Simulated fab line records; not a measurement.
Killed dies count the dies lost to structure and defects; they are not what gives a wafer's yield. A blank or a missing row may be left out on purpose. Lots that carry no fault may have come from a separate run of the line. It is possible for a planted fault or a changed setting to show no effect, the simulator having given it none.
A lot that was struck, set against a sound lot | flow berkeley-cmos170 | 16 out of 331 route steps
Sound: the wafers L408.2, L408.5, L408.6. Wafers struck: L417.2, L417.3, L417.4. The cause comes at the end.
For every step that has rows: the tool of each side, followed by ch and its chambers, followed by its first start. Under that, the readings that differ: sound wafers | struck wafers | difference of the means | sigmas: that difference in standard deviations of wafers without a fault.
alike: readings with means less than 2 such deviations apart, plus words and numbers identical on both sides. not compared: withheld readings, readings lacking a value on some wafer, bounds such as >300 that could conceal the same value, and numbers that have no deviation in the record and whose values overlap.
The two part at a step that has a row with sigmas, a row that says differs or no value, or rows on one side only. Numbers that don't overlap but have no deviation are shown without sigmas and don't part them. Lack of a reading on every wafer of one side parts them only where that side has two or more wafers.

UCB170_GATE_STRIP_16: strips in O2.
  sound on plasma-asher-04 ch 0,1, day 6 16:41; struck on plasma-asher-03 ch 0,1, day 8 15:22
  alike: drypump-motor-current-A, o2-flow-sccm, oes-product-au
  not compared: rf-hours-counter-h
UCB170_GATE_CD_MEAS_90: target cd 350 nm.
  struck on cd-sem-02, day 8 15:59; sound on cd-sem-02, day 6 16:49
  reading    | sound             | struck            | difference | sigmas
  cd-nm (nm) | 348.9 346.5 348.5 | 351.7 351.0 352.1 | +3.6       | +2
then, 7 steps without rows for these wafers: UCB170_GATE_CLEAN_17 (cleans in SPM, time 600 s); UCB170_PLDD_HMDS_00 (prime time 60 s); UCB170_PLDD_COAT_01 (resist thk 900 nm); UCB170_PLDD_SOFTBAKE_02 (time 60 s); UCB170_PLDD_EXPOSE_03 (exposes mask PSELECT, target cd 1200 nm); UCB170_PLDD_PEB_04; UCB170_PLDD_DEVELOP_05 (develop time 45 s).
UCB170_PLDD_CD_MEAS_06: target cd 1200 nm.
  struck on cd-sem-02, day 8 18:07; sound on cd-sem-01, day 6 18:05
  alike: cd-nm
UCB170_PLDD_OVL_MEAS_07:
  struck on overlay-01, day 8 18:14; sound on overlay-02, day 6 18:12
  alike: PLDD_OVL
following that, these wafers have no rows for 1 step: UCB170_PLDD_IMPLANT_08.
UCB170_PLDD_IMPLANT_09:
  sound on implanter-02 ch 0, day 6 18:24; struck on implanter-02 ch 0, day 8 18:26
  reading                   | sound                | struck               | difference | sigmas
  beam-energy-keV           | 9.9982 10.003 10.001 | 10.943 10.945 10.945 | +0.944     | +99 or more
  model.implant.rp-nm (nm)  | 10.29 10.29 10.29    | 10.85 10.85 10.85    | +0.56      |
  model.implant.drp-nm (nm) | 6.005 6.005 6.005    | 6.393 6.393 6.393    | +0.388     |
  alike: dose-ions-cm2
UCB170_PLDD_STRIP_10: strips in O2.
  sound on plasma-asher-01 ch 0,1, day 6 18:32; struck on plasma-asher-04 ch 0,1, day 8 18:34
  reading                      | sound             | struck            | difference | sigmas
  strip-time-to-endpoint-s (s) | 21.81 21.77 21.79 | 21.56 21.64 21.59 | -0.19      | -3
  alike: drypump-motor-current-A, o2-flow-sccm, oes-product-au
  not compared: rf-hours-counter-h
UCB170_PLDD_TW_MEAS_11:
  struck on film-metro-01, day 8 18:54; sound on film-metro-02, day 6 18:38
  reading | sound         | struck         | difference | sigmas
  PLDD_TW | 1008 1007 997 | 1039 1041 1036 | +35        | +4
  not compared: hold
UCB170_M3_PROBE_99:
  rows exist in the record for the struck wafers here (prober-02, day 10 10:08), but not for the sound ones

== WHERE THEY PART ==
Earliest at UCB170_GATE_CD_MEAS_90; latest, in this record, at UCB170_M3_PROBE_99.

WHY: what had been put in by the simulator
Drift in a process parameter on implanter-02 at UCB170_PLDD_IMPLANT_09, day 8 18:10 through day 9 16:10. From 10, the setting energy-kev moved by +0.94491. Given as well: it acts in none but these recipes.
